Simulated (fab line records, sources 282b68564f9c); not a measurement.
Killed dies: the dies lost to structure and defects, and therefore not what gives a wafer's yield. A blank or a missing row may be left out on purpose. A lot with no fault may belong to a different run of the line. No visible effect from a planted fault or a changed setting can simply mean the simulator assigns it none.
fab line records	flow rit-cmos
record lots=14	wafers=42	last-day=7
route steps=202 shown WELLDRIVE@50 NWELL@51 M1@202
lots with no fault: from the same line, run without faults
start-h: the number of hours between the record's first day and the start of the first shown wafer of the lot	wait-h: hours since the lot's step before	" as in the row above	L1.1+2: one row covering several wafers at once	- either no value or no given start	* or withheld: withheld	< > ~ a bound
route shown NAME@n: NAME is a module with steps in the file, n the number in the route of the first one	usual: mean/standard deviation taken from wafers without a fault	same: alike in all rows	chamber/n: place in a boat	sites: the reading at each site	_std_site: the values' standard deviation	_edge_site: inner sites' mean taken away from outer sites' mean	radius-mm: how far each site lies from the wafer's centre	mask NAME#n: copy n	behind: the most recent tool/chamber to have shaped the wafer	hold: reason for holding the lot/hours on hold/outcome of the hold	device: which transistor (n, p or np) failed to switch	end of line: the route-end tests of the same wafers	a step given without rows: its recipe and nothing more	killed: dies lost to structure and defects at the first sort, not the wafer's yield	map: the dies of a wafer, with x for killed, . for not killed, _ for no die there
set.NAME: setting as actually run; set.NAME@STEP: the setting as run at that earlier step	model.NAME: the simulator's own value behind a step, which no gauge read
one table for each step of the route and one row for each wafer, over a sample of lots
services: a tool's chamber out of use, with start hour (start-h, from the record's first day; less than 0 if before it), hours out, and reason
## steps
# step RIT_WELLDRIVE_ANNEAL_00
# recipe temp-c=1100	time-s=14700	ambient=N2
# usual spike-tc-centre-C=1101.8/1.3	spike-tc-load-C=1128/3.9	spike-tc-source-C=1127.6/2
# same time-s=14700
lot.wafer	tool	chamber	start-h	wait-h	spike-tc-centre-C	spike-tc-load-C	spike-tc-source-C
L788.2	furnace-03	0	25.23	0.8	1101.7	1123	1127.6
L788.3	"	0	"	"	1101.3	1124	1127.2
L788.6	"	0	"	"	1100.2	1124	1126.7
L789.3	furnace-02	0	31.17	1.7	1102.8	1132	1125.6
L789.4	"	0	"	"	1101.5	1132	1126.8
L789.5	"	0	"	"	1102.6	1132	1125.3
L790.1	furnace-04	0	38.40	1.6	1100.3	1125	1129.7
L790.3	"	0	"	"	1103.6	1124	1128.9
L790.4	"	0	"	"	1102.8	1125	1130.3
L791.2	furnace-02	0	46.48	3.9	1102.1	1133	1127.4
L791.3	"	0	"	"	1102.2	1132	1125.5
L791.4	"	0	"	"	1100.7	1132	1128.0
L793.3	furnace-02	0	51.56	0.9	1100.2	1132	1126.6
L793.4	"	0	"	"	1101.9	1133	1126.9
L793.6	"	0	"	"	1100.7	1132	1127.6
L795.1	furnace-04	0	59.52	0.1	1100.4	1125	1129.3
L795.4	"	0	"	"	1103.7	1123	1131.7
L795.6	"	0	"	"	1102.1	1124	1129.3
L799.3	furnace-02	0	78.04	0.0	1062.4	1092	1085.4
L799.5	"	0	"	"	1062.4	1092	1086.5
L799.6	"	0	"	"	1060.1	1093	1084.7
L800.2	furnace-02	0	84.00	0.0	1062.5	1093	1085.9
L800.3	"	0	"	"	1060.7	1089	1085.5
L800.5	"	0	"	"	1061.0	1091	1086.3
L802.1	furnace-04	0	92.99	0.1	1102.3	1124	1130.1
L802.2	"	0	"	"	1102.4	1124	1131.7
L802.3	"	0	"	"	1102.7	1126	1130.8
L803.1	furnace-03	0	98.92	0.1	1100.1	1125	1127.1
L803.3	"	0	"	"	1099.2	1125	1126.7
L803.5	"	0	"	"	1102.2	1127	1125.2
L805.4	furnace-03	0	108.55	0.8	1099.9	1125	1125.2
L805.5	"	0	"	"	1100.1	1126	1125.1
L805.6	"	0	"	"	1099.3	1124	1127.9
L807.4	furnace-04	0	117.78	0.2	1104.1	1124	1131.3
L807.5	"	0	"	"	1102.3	1125	1132.1
L807.6	"	0	"	"	1103.2	1123	1130.9
L808.1	furnace-04	0	123.48	0.1	1103.3	1124	1129.9
L808.3	"	0	"	"	1102.9	1124	1131.0
L808.6	"	0	"	"	1102.1	1125	1128.8
L810.2	furnace-04	0	133.71	0.0	1103.1	1125	1128.4
L810.5	"	0	"	"	1103.9	1125	1130.3
L810.6	"	0	"	"	1101.9	1126	1128.0
# step RIT_WELLDRIVE_RS_MEAS_01
# recipe thk-meas-gauge=four-point-probe
# usual NWELL_RS=275.3/0.73
lot.wafer	tool	chamber	start-h	wait-h	hold	NWELL_RS[ohm/sq]
L788.2	film-metro-02	-	30.33	0.0	-	274.9
L788.3	"	-	"	"	-	274.6
L788.6	"	-	"	"	-	274.3
L789.3	film-metro-04	-	36.29	0.0	-	275.3
L789.4	"	-	"	"	-	274.5
L789.5	"	-	"	"	-	274.1
L790.1	film-metro-03	-	43.49	0.0	-	276.5
L790.3	"	-	"	"	-	276.5
L790.4	"	-	"	"	-	276.3
L791.2	film-metro-02	-	51.58	0.0	-	276.0
L791.3	"	-	"	"	-	275.2
L791.4	"	-	"	"	-	275.8
L793.3	film-metro-03	-	56.69	0.0	-	275.4
L793.4	"	-	"	"	-	275.4
L793.6	"	-	"	"	-	275.1
L795.1	film-metro-03	-	64.60	0.0	-	276.0
L795.4	"	-	"	"	-	275.8
L795.6	"	-	"	"	-	275.8
L799.3	film-metro-02	-	83.16	0.0	await-dispo/0.2h/release	322.4
L799.5	"	-	"	"	await-dispo/0.2h/release	321.8
L799.6	"	-	"	"	await-dispo/0.2h/release	321.7
L799.3	film-metro-02	-	83.45	0.3	-	322.1
L799.5	"	-	"	"	-	321.3
L799.6	"	-	"	"	-	322.3
L800.2	film-metro-04	-	89.10	0.0	await-dispo/0.2h/release	321.5
L800.3	"	-	"	"	await-dispo/0.2h/release	322.1
L800.5	"	-	"	"	await-dispo/0.2h/release	321.7
L800.2	film-metro-04	-	89.39	0.3	-	321.4
L800.3	"	-	"	"	-	321.2
L800.5	"	-	"	"	-	321.9
L802.1	film-metro-03	-	98.07	0.0	-	273.9
L802.2	"	-	"	"	-	274.4
L802.3	"	-	"	"	-	274.3
L803.1	film-metro-04	-	104.00	0.0	-	275.5
L803.3	"	-	"	"	-	275.1
L803.5	"	-	"	"	-	275.4
L805.4	film-metro-02	-	113.70	0.1	-	276.5
L805.5	"	-	"	"	-	276.4
L805.6	"	-	"	"	-	275.3
L807.4	film-metro-02	-	122.92	0.1	-	275.4
L807.5	"	-	"	"	-	275.7
L807.6	"	-	"	"	-	275.5
L808.1	film-metro-04	-	128.56	0.0	-	275.7
L808.3	"	-	"	"	-	275.8
L808.6	"	-	"	"	-	275.8
L810.2	film-metro-04	-	138.81	0.0	-	275.3
L810.5	"	-	"	"	-	274.6
L810.6	"	-	"	"	-	275.6
# step RIT_M1_PROBE_99
# usual defect-limited-yield=97.1/1.1	killed-at-contacts=0.1/0.29	killed-at-front-end=7/3	killed-dies=8/3	killed-open=3.7/2	killed-short=3.8/2.1
# same gross-dies=264	killed_at_M0_to_M3=0	killed_at_M4_up=0	killed-at-back-side=0	killed-at-other=0
lot.wafer	tool	chamber	start-h	wait-h	defect-limited-yield[%]	killed-at-contacts	killed-at-front-end	killed-dies	killed-open	killed-short
L788.2	prober-01	-	64.50	0.1	97.0	0	8	8	3	5
L788.3	prober-01	-	64.55	0.2	96.6	0	9	9	4	5
L788.6	prober-01	-	64.70	0.2	97.3	0	7	7	4	3
L789.3	prober-02	-	70.32	0.2	98.5	1	3	4	2	2
L789.4	prober-02	-	70.37	0.2	96.6	1	8	9	6	3
L789.5	prober-02	-	70.42	0.2	97.7	0	6	6	5	1
L790.1	prober-01	-	77.08	0.1	97.3	1	6	7	2	5
L790.3	prober-01	-	77.18	0.2	99.2	0	2	2	0	2
L790.4	prober-01	-	77.23	0.2	96.6	0	9	9	6	3
L791.2	prober-02	-	81.50	0.1	98.5	0	4	4	2	2
L791.3	prober-02	-	81.55	0.2	98.5	0	4	4	1	3
L791.4	prober-02	-	81.60	0.2	96.2	0	10	10	5	5
L793.3	prober-02	-	88.29	0.2	96.6	0	9	9	4	5
L793.4	prober-02	-	88.34	0.2	97.0	0	8	8	7	1
L793.6	prober-02	-	88.44	0.2	95.1	0	13	13	6	7
L795.1	prober-02	-	93.92	0.1	96.2	0	10	10	7	3
L795.4	prober-02	-	94.07	0.2	98.5	0	4	4	2	2
L795.6	prober-02	-	94.17	0.2	98.1	0	5	5	3	2
L802.1	prober-01	-	125.97	0.1	98.5	0	4	4	3	1
L802.2	prober-01	-	126.02	0.1	97.3	0	7	7	1	6
L802.3	prober-01	-	126.07	0.2	98.5	0	4	4	3	1
L803.1	prober-02	-	133.82	0.1	95.8	0	11	11	7	3
L803.3	prober-02	-	133.92	0.2	97.0	0	8	8	4	3
L803.5	prober-02	-	134.02	0.2	97.3	0	7	7	3	4
L805.4	prober-02	-	143.11	0.2	95.8	1	10	11	4	7
L805.5	prober-02	-	143.16	0.2	95.5	0	12	12	4	8
L805.6	prober-02	-	143.21	0.2	94.7	0	14	14	6	8
L807.4	prober-02	-	151.85	0.2	98.1	0	5	5	1	2
L807.5	prober-02	-	151.90	0.2	96.2	0	10	10	4	5
L807.6	prober-02	-	151.95	0.2	98.5	0	4	4	4	0
L808.1	prober-01	-	157.50	0.1	97.0	0	8	8	7	1
L808.3	prober-01	-	157.60	0.2	97.7	0	6	6	2	4
L808.6	prober-01	-	157.75	0.2	95.8	0	11	11	3	8
L810.2	prober-01	-	166.98	0.1	98.1	0	5	5	1	4
L810.5	prober-01	-	167.13	0.2	97.7	0	6	6	4	2
L810.6	prober-01	-	167.18	0.2	98.5	0	4	4	3	1
# killed by level:class
L788.2 REOX:geometric-particle:short=3 REOX:geometric-particle:open=2 FOX1:geometric-particle:short=1 GATE:geometric-particle:open=1 GATE:geometric-particle:short=1
L788.3 FOX1:geometric-particle:short=2 FOX1:geometric-particle:open=1 GATE:geometric-particle:open=1 GATE:geometric-particle:short=1 REOX:geometric-particle:open=1 SPACER:geometric-particle:short=1 SILICIDE:geometric-particle:open=1 SILICIDE:geometric-particle:short=1
L788.6 GATE:geometric-particle:open=3 FOX1:geometric-particle:short=2 FOX1:geometric-particle:open=1 GATE:geometric-particle:short=1
L789.3 FOX1:geometric-particle:open=1 SPACER:geometric-particle:short=1 SILICIDE:geometric-particle:open=1 CONTACT:geometric-particle:short=1
L789.4 SPACER:geometric-particle:open=3 GATE:geometric-particle:short=2 FOX1:geometric-particle:open=1 FOX2:geometric-particle:open=1 SPACER:geometric-particle:short=1 CONTACT:geometric-particle:open=1
L789.5 FOX1:geometric-particle:open=2 SPACER:geometric-particle:open=2 FOX2:geometric-particle:open=1 SILICIDE:geometric-particle:short=1
L790.1 SPACER:geometric-particle:short=2 FOX2:geometric-particle:open=1 GATE:geometric-particle:short=1 REOX:geometric-particle:short=1 SPACER:geometric-particle:open=1 CONTACT:geometric-particle:short=1
L790.3 GATE:geometric-particle:short=1 REOX:geometric-particle:short=1
L790.4 FOX1:geometric-particle:open=2 FOX1:geometric-particle:short=2 GATE:geometric-particle:open=2 REOX:geometric-particle:open=2 SPACER:geometric-particle:short=1
L791.2 SILICIDE:geometric-particle:open=2 SILICIDE:geometric-particle:short=2
L791.3 GATE:geometric-particle:short=2 GATE:geometric-particle:open=1 SILICIDE:geometric-particle:short=1
L791.4 FOX1:geometric-particle:open=4 REOX:geometric-particle:short=3 FOX1:geometric-particle:short=2 GATE:geometric-particle:open=1
L793.3 GATE:geometric-particle:short=3 FOX1:geometric-particle:open=2 FOX1:geometric-particle:short=1 FOX2:geometric-particle:open=1 SILICIDE:geometric-particle:open=1 SILICIDE:geometric-particle:short=1
L793.4 GATE:geometric-particle:open=3 REOX:geometric-particle:open=2 FOX1:geometric-particle:open=1 SILICIDE:geometric-particle:open=1 SILICIDE:geometric-particle:short=1
L793.6 FOX1:geometric-particle:short=3 SILICIDE:geometric-particle:open=3 ACTIVE:geometric-particle:short=2 FOX1:geometric-particle:open=1 FOX2:geometric-particle:open=1 FOX2:geometric-particle:short=1 GATE:geometric-particle:short=1 GATE:geometric-particle:open=1
L795.1 FOX1:geometric-particle:open=2 REOX:geometric-particle:short=2 SILICIDE:geometric-particle:open=2 FOX1:geometric-particle:short=1 FOX2:geometric-particle:open=1 GATE:geometric-particle:open=1 SPACER:geometric-particle:open=1
L795.4 SPACER:geometric-particle:open=2 GATE:geometric-particle:short=1 REOX:geometric-particle:short=1
L795.6 FOX1:geometric-particle:short=1 GATE:geometric-particle:open=1 REOX:geometric-particle:open=1 SPACER:geometric-particle:short=1 SPACER:geometric-particle:open=1
L802.1 FOX1:geometric-particle:open=1 GATE:geometric-particle:open=1 REOX:geometric-particle:short=1 SILICIDE:geometric-particle:open=1
L802.2 FOX1:geometric-particle:short=2 SPACER:geometric-particle:short=2 FOX2:geometric-particle:short=1 GATE:geometric-particle:open=1 SILICIDE:geometric-particle:short=1
L802.3 GATE:geometric-particle:open=2 REOX:geometric-particle:short=1 REOX:geometric-particle:open=1
L803.1 GATE:geometric-particle:open=3 REOX:geometric-particle:open=3 FOX1:geometric-particle:short=1 REOX:geometric-particle:short=1 SPACER:geometric-particle:open=1 SILICIDE:geometric-particle:short=1 NLDD:coat-microbubble-printed=1
L803.3 GATE:geometric-particle:short=3 GATE:geometric-particle:open=2 REOX:geometric-particle:open=2 NLDD:coat-microbubble-printed=1
L803.5 GATE:geometric-particle:short=4 GATE:geometric-particle:open=2 REOX:geometric-particle:open=1
L805.4 GATE:geometric-particle:short=6 GATE:geometric-particle:open=1 REOX:geometric-particle:open=1 REOX:geometric-particle:short=1 SPACER:geometric-particle:open=1 CONTACT:geometric-particle:open=1
L805.5 GATE:geometric-particle:short=4 FOX2:geometric-particle:open=2 FOX2:geometric-particle:short=2 FOX1:geometric-particle:open=1 FOX1:geometric-particle:short=1 GATE:geometric-particle:open=1 SPACER:geometric-particle:short=1
L805.6 GATE:geometric-particle:short=4 GATE:geometric-particle:open=3 REOX:geometric-particle:short=2 SPACER:geometric-particle:short=2 FOX2:geometric-particle:open=1 REOX:geometric-particle:open=1 SPACER:geometric-particle:open=1
L807.4 GATE:geometric-particle:short=2 PRETRO:coat-microbubble-printed=2 REOX:geometric-particle:open=1
L807.5 GATE:geometric-particle:short=3 SPACER:geometric-particle:open=2 GATE:geometric-particle:open=1 REOX:geometric-particle:short=1 SILICIDE:geometric-particle:short=1 SILICIDE:geometric-particle:open=1 PRETRO:coat-microbubble-printed=1
L807.6 FOX1:geometric-particle:open=1 GATE:geometric-particle:open=1 SPACER:geometric-particle:open=1 SILICIDE:geometric-particle:open=1
L808.1 SPACER:geometric-particle:open=3 GATE:geometric-particle:open=2 ACTIVE:geometric-particle:open=1 GATE:geometric-particle:short=1 REOX:geometric-particle:open=1
L808.3 REOX:geometric-particle:short=2 GATE:geometric-particle:short=1 GATE:geometric-particle:open=1 SPACER:geometric-particle:open=1 SILICIDE:geometric-particle:short=1
L808.6 GATE:geometric-particle:short=3 REOX:geometric-particle:short=2 SPACER:geometric-particle:short=2 FOX1:geometric-particle:short=1 GATE:geometric-particle:open=1 REOX:geometric-particle:open=1 SILICIDE:geometric-particle:open=1
L810.2 FOX1:geometric-particle:short=2 REOX:geometric-particle:short=1 SILICIDE:geometric-particle:short=1 SILICIDE:geometric-particle:open=1
L810.5 FOX1:geometric-particle:open=2 GATE:geometric-particle:open=2 FOX2:geometric-particle:short=1 GATE:geometric-particle:short=1
L810.6 SPACER:geometric-particle:open=2 GATE:geometric-particle:open=1 SPACER:geometric-particle:short=1
## services
tool	chamber	start-h	hours	kind
furnace-03	-	18.15	3.1	pm
furnace-04	-	18.27	11.7	repair
furnace-02	-	25.12	3.0	pm
furnace-02	-	39.51	3.1	pm
furnace-04	-	43.49	3.2	pm
furnace-04	-	46.68	3.0	pm
## key
first-sign step=RIT_WELLDRIVE_ANNEAL_00	reading=spike-tc-centre-C	direction=down	sigmas=31	usual=1101.8	struck=1061.5
effect step=RIT_WELLDRIVE_ANNEAL_00	reading=spike-tc-source-C	direction=down	sigmas=21	usual=1127.6	struck=1085.7
effect step=RIT_WELLDRIVE_RS_MEAS_01	reading=visit	direction=added
effect step=RIT_WELLDRIVE_RS_MEAS_01	reading=NWELL_RS	direction=up	sigmas=64	usual=275.3	struck=321.9
met-at RIT_WELLDRIVE_ANNEAL_00
struck-lots L799,L800
scrapped-behind RIT_WELLDRIVE_RS_MEAS_01 L799.3,L799.5,L799.6,L800.2,L800.3,L800.5
onset-between 51.56 78.04
fault kind=process-parameter-drift	tool=furnace-02	chamber=-	onset-h=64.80	steps=RIT_WELLDRIVE_ANNEAL_00	channel=temp-c	offset=*	shape=step	end-h=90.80	acts-in=*	stated=*
